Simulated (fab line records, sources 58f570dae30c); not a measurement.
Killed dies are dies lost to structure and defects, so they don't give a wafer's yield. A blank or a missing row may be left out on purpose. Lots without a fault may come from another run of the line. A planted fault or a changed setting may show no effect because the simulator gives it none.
Which tool did it? | flow berkeley_cmos170 | 24 lots, 72 wafers sampled, at 6 steps of a route of 331

WHAT THE GAUGES READ, wafer by wafer
UCB170_PWELL_THK_MEAS_03.
lot  | measured    | on            | PWELL_OXIDE_THK (nm)
L074 | day 2 23:57 | film_metro-02 | 26.3 26.9 26.9
L075 | day 3 08:40 | film_metro-02 | 25.9 26.0 25.8
L076 | day 3 08:40 | film_metro-04 | 25.8 25.7 25.6
L077 | day 3 15:10 | film_metro-02 | 26.1 25.8 25.4
L078 | day 4 02:27 | film_metro-04 | 26.4 26.3 26.0
L079 | day 4 02:29 | film_metro-03 | 26.1 25.9 26.0
L080 | day 4 08:45 | film_metro-04 | 26.0 26.3 25.9
L081 | day 4 14:26 | film_metro-04 | 25.7 25.9 26.4
L082 | day 4 21:08 | film_metro-03 | 26.9 26.6 26.6
L083 | day 4 21:09 | film_metro-04 | 26.1 26.2 26.5
L084 | day 5 06:16 | film_metro-03 | 26.5 26.4 26.4
L085 | day 5 06:16 | film_metro-04 | 25.9 26.2 25.9
L088 | day 5 23:58 | film_metro-03 | 26.2 26.2 26.1
L087 | day 5 23:58 | film_metro-02 | 25.9 25.8 26.1
L086 | day 5 23:59 | film_metro-04 | 26.1 26.6 26.7
L089 | day 6 10:51 | film_metro-02 | 26.3 26.3 26.3
L090 | day 6 10:52 | film_metro-03 | 25.8 25.7 25.7
L091 | day 6 21:51 | film_metro-03 | 26.1 26.1 25.9
L092 | day 7 02:13 | film_metro-03 | 25.4 25.7 25.4
L094 | day 7 09:33 | film_metro-03 | 26.0 26.4 25.7
L096 | day 7 09:33 | film_metro-04 | 25.8 25.9 25.3
L093 | day 7 09:34 | film_metro-02 | 25.8 25.7 25.1
L095 | day 7 09:38 | film_metro-03 | 25.2 25.5 25.2
L097 | day 7 14:52 | film_metro-03 | 25.5 25.5 25.6

UCB170_NVT_TW_MEAS_09.
lot  | measured     | on            | NVT_TW
L074 | day 6 20:30  | film_metro-04 | 528 534 528
L075 | day 6 20:43  | film_metro-02 | 518 521 519
L076 | day 6 20:00  | film_metro-02 | 517 517 519
L077 | day 6 20:49  | film_metro-01 | 527 529 528
L078 | day 8 03:43  | film_metro-04 | 528 529 530
L079 | day 8 03:28  | film_metro-04 | 526 529 527
L080 | day 8 04:00  | film_metro-01 | 526 528 523
L081 | day 8 03:26  | film_metro-02 | 516 517 516
L082 | day 8 14:14  | film_metro-02 | 517 517 517
L083 | day 8 14:31  | film_metro-04 | 527 526 529
L084 | day 8 23:57  | film_metro-02 | 520 516 518
L085 | day 8 23:43  | film_metro-01 | 525 527 525
L088 | day 9 17:07  | film_metro-02 | 519 519 519
L087 | day 9 17:25  | film_metro-01 | 527 524 525
L086 | day 9 17:13  | film_metro-01 | 526 527 528
L089 | day 9 21:59  | film_metro-01 | 523 527 524
L090 | day 9 22:17  | film_metro-04 | 532 531 530
L091 | day 10 12:08 | film_metro-01 | 526 528 527
L092 | day 10 12:25 | film_metro-02 | 519 523 521
L094 | day 11 05:08 | film_metro-04 | 526 526 527
L096 | day 11 05:52 | film_metro-01 | 524 522 523
L093 | day 11 05:55 | film_metro-02 | 523 520 521
L095 | day 11 05:11 | film_metro-01 | 523 523 523
L097 | day 11 05:35 | film_metro-02 | 520 521 522

UCB170_M2_CD_MEAS_90: target cd 700 nm.
lot  | measured     | on        | cd_nm (nm)
L074 | day 8 20:32  | cd_sem-02 | 702 703 703
L075 | day 8 17:17  | cd_sem-02 | 701 700 698
L076 | day 8 18:54  | cd_sem-02 | 707 705 705
L077 | day 8 20:55  | cd_sem-01 | 699 701 700
L078 | day 11 03:09 | cd_sem-01 | 700 702 698
L079 | day 11 04:45 | cd_sem-02 | 700 701 703
L080 | day 11 02:47 | cd_sem-01 | 696 699 701
L081 | day 11 03:04 | cd_sem-02 | 702 703 700
L082 | day 11 03:53 | cd_sem-02 | 698 698 694
L083 | day 11 05:12 | cd_sem-02 | 703 699 700
L084 | day 11 10:29 | cd_sem-01 | 701 702 700
L085 | day 11 05:04 | cd_sem-01 | 698 698 700
L088 | day 12 05:08 | cd_sem-02 | 702 702 702
L087 | day 12 02:36 | cd_sem-02 | 701 702 704
L086 | day 12 05:01 | cd_sem-01 | 703 698 703
L089 | day 12 14:49 | cd_sem-02 | 701 697 697
L090 | day 12 18:04 | cd_sem-01 | 696 693 695
L091 | day 12 21:05 | cd_sem-02 | 697 697 693
L092 | day 12 22:52 | cd_sem-02 | 697 702 702
L094 | day 13 11:38 | cd_sem-02 | 698 697 698
L096 | day 13 13:21 | cd_sem-02 | 692 693 693
L093 | day 13 06:46 | cd_sem-02 | 703 703 702
L095 | day 13 09:52 | cd_sem-02 | 700 700 702
L097 | day 13 12:52 | cd_sem-01 | 701 701 697

UCB170_V2_THK_MEAS_01.
lot  | measured     | on            | V2_TEOS_THK (nm)
L074 | day 8 20:49  | film_metro-03 | 2027 2022 2037
L075 | day 8 17:34  | film_metro-03 | 1979 1974 1998
L076 | day 8 19:10  | film_metro-03 | 1998 1990 2011
L077 | day 8 21:11  | film_metro-03 | 1998 1990 1966
L078 | day 11 03:26 | film_metro-03 | 1962 1991 2019
L079 | day 11 05:00 | film_metro-01 | 2020 2009 1994
L080 | day 11 03:04 | film_metro-04 | 1995 2005 2026
L081 | day 11 03:21 | film_metro-01 | 1976 1943 2004
L082 | day 11 04:10 | film_metro-03 | 1941 2006 2038
L083 | day 11 05:28 | film_metro-01 | 2001 2051 2009
L084 | day 11 10:46 | film_metro-03 | 2011 1997 1966
L085 | day 11 05:20 | film_metro-04 | 1942 1987 1985
L088 | day 12 05:25 | film_metro-03 | 1984 1984 1999
L087 | day 12 02:52 | film_metro-01 | 2022 1992 2023
L086 | day 12 05:16 | film_metro-01 | 1980 2013 2032
L089 | day 12 15:10 | film_metro-04 | 1954 2018 1974
L090 | day 12 18:20 | film_metro-04 | 2021 2043 1999
L091 | day 12 21:26 | film_metro-01 | 2004 1936 1955
L092 | day 12 23:08 | film_metro-04 | 1986 2034 2044
L094 | day 13 11:55 | film_metro-04 | 1983 2001 2040
L096 | day 13 13:37 | film_metro-04 | 2018 1992 2038
L093 | day 13 07:01 | film_metro-01 | 2045 2071 2075
L095 | day 13 10:07 | film_metro-04 | 2003 2026 2037
L097 | day 13 13:08 | film_metro-03 | 2018 2029 1992

UCB170_V2_CD_MEAS_12: target cd 700 nm.
lot  | measured     | on        | cd_nm (nm)
L074 | day 8 22:23  | cd_sem-02 | 699.5 698.5 699.2
L075 | day 8 19:21  | cd_sem-01 | 698.3 698.5 699.5
L076 | day 8 20:44  | cd_sem-02 | 699.4 700.1 698.8
L077 | day 8 22:56  | cd_sem-02 | 698.4 699.6 699.9
L078 | day 11 09:17 | cd_sem-01 | 698.0 697.4 697.9
L079 | day 11 10:04 | cd_sem-02 | 699.6 701.0 700.6
L080 | day 11 08:49 | cd_sem-02 | 702.6 702.4 702.0
L081 | day 11 08:39 | cd_sem-01 | 699.6 700.7 700.0
L082 | day 11 08:07 | cd_sem-01 | 699.4 698.6 699.7
L083 | day 11 10:40 | cd_sem-01 | 700.6 701.7 701.5
L084 | day 11 15:10 | cd_sem-01 | 700.0 699.9 700.7
L085 | day 11 10:16 | cd_sem-01 | 696.4 697.1 697.3
L088 | day 12 09:12 | cd_sem-02 | 700.3 700.0 699.1
L087 | day 12 05:07 | cd_sem-01 | 699.0 699.8 699.2
L086 | day 12 08:58 | cd_sem-01 | 698.1 698.6 698.4
L089 | day 12 17:05 | cd_sem-01 | 699.7 701.5 700.2
L090 | day 12 20:09 | cd_sem-01 | 700.5 700.8 702.1
L091 | day 12 23:19 | cd_sem-02 | 702.2 701.2 701.3
L092 | day 13 01:10 | cd_sem-01 | 699.5 699.3 700.2
L094 | day 13 13:38 | cd_sem-02 | 700.0 701.1 701.3
L096 | day 13 15:20 | cd_sem-02 | 701.5 700.5 701.4
L093 | day 13 09:03 | cd_sem-01 | 700.7 702.9 701.1
L095 | day 13 11:58 | cd_sem-01 | 700.7 701.3 702.0
L097 | day 13 14:44 | cd_sem-01 | 701.3 700.6 700.9

WHICH TOOL RAN EACH LOT (tool, then ch and the chambers of the sampled wafers, then the start)
lot  | UCB170_M2_STRIP_19
L074 | plasma_asher-04 ch 0,1, day 8 20:25
L075 | plasma_asher-01 ch 0,1, day 8 17:11
L076 | plasma_asher-04 ch 0,1, day 8 18:48
L077 | plasma_asher-04 ch 0,1, day 8 20:49
L078 | plasma_asher-01 ch 0,1, day 11 03:03
L079 | plasma_asher-01 ch 0,1, day 11 04:32
L080 | plasma_asher-01 ch 0,1, day 11 02:41
L081 | plasma_asher-04 ch 0,1, day 11 02:58
L082 | plasma_asher-02 ch 0,1, day 11 03:47
L083 | plasma_asher-01 ch 0, day 11 05:05
L084 | plasma_asher-01 ch 0,1, day 11 10:23
L085 | plasma_asher-02 ch 0, day 11 04:58
L088 | plasma_asher-04 ch 0,1, day 12 04:59
L087 | plasma_asher-01 ch 0,1, day 12 02:29
L086 | plasma_asher-01 ch 0,1, day 12 04:52
L089 | plasma_asher-04 ch 0,1, day 12 14:40
L090 | plasma_asher-04 ch 0,1, day 12 17:56
L091 | plasma_asher-04 ch 0,1, day 12 20:59
L092 | plasma_asher-02 ch 0, day 12 22:44
L094 | plasma_asher-04 ch 0, day 13 11:32
L096 | plasma_asher-01 ch 0,1, day 13 13:15
L093 | plasma_asher-04 ch 0,1, day 13 06:40
L095 | plasma_asher-04 ch 0,1, day 13 09:46
L097 | plasma_asher-04 ch 0,1, day 13 12:46
- UCB170_M2_STRIP_19: strips in O2.

WHAT THE TOOLS THEMSELVES READ (means of the sampled wafers that have a number; where no wafer has one, the mark that the record gives instead)
UCB170_M2_STRIP_19.
lot  | tool            | drypump_motor_current_A (A) | oes_product_au (a.u.)
L074 | plasma_asher-04 | 5.3                         | 0.549
L075 | plasma_asher-01 | 6.0                         | 0.550
L076 | plasma_asher-04 | 5.5                         | 0.552
L077 | plasma_asher-04 | 5.5                         | 0.547
L078 | plasma_asher-01 | 6.0                         | 0.544
L079 | plasma_asher-01 | 6.0                         | 0.548
L080 | plasma_asher-01 | 5.7                         | 0.538
L081 | plasma_asher-04 | 5.5                         | 0.546
L082 | plasma_asher-02 | 5.7                         | 0.543
L083 | plasma_asher-01 | 5.3                         | 0.556
L084 | plasma_asher-01 | 5.7                         | 0.539
L085 | plasma_asher-02 | 5.4                         | 0.533
L088 | plasma_asher-04 | 5.3                         | 0.533
L087 | plasma_asher-01 | 6.0                         | 0.534
L086 | plasma_asher-01 | 6.0                         | 0.548
L089 | plasma_asher-04 | 5.3                         | 0.541
L090 | plasma_asher-04 | 5.3                         | 0.539
L091 | plasma_asher-04 | 5.3                         | 0.549
L092 | plasma_asher-02 | 5.4                         | 0.543
L094 | plasma_asher-04 | 5.7                         | 0.559
L096 | plasma_asher-01 | 5.7                         | 0.542
L093 | plasma_asher-04 | 5.3                         | 0.541
L095 | plasma_asher-04 | 5.5                         | 0.551
L097 | plasma_asher-04 | 5.3                         | 0.551

THE ANSWER, worked out from the rows above alone
Rule: what is usual is taken from the lots themselves. Put in order of their means at a reading, lots are off if they are a third of the lots or fewer, leave a main group of 4 or more, and stand apart from it by a gap of 3 or more times the standard deviation of the main group's means; of several such gaps the widest counts. A main group whose means are all the same, to the digits that the tables above print for the reading, isn't used. A lot without any number at a reading at which 4 lots or more have one is off too. The other lots that the step has rows for count as sound. The gauges are gone through in route order, then the tools' own readings, and for those a lot's mean is taken as printed above. The first step at which some lot is off is used, and at that step the reading that is off furthest; a lot without a number counts as furthest.
No lot is off at any reading shown: from this, nothing can be told.

WHAT THE SIMULATOR HAD PUT IN
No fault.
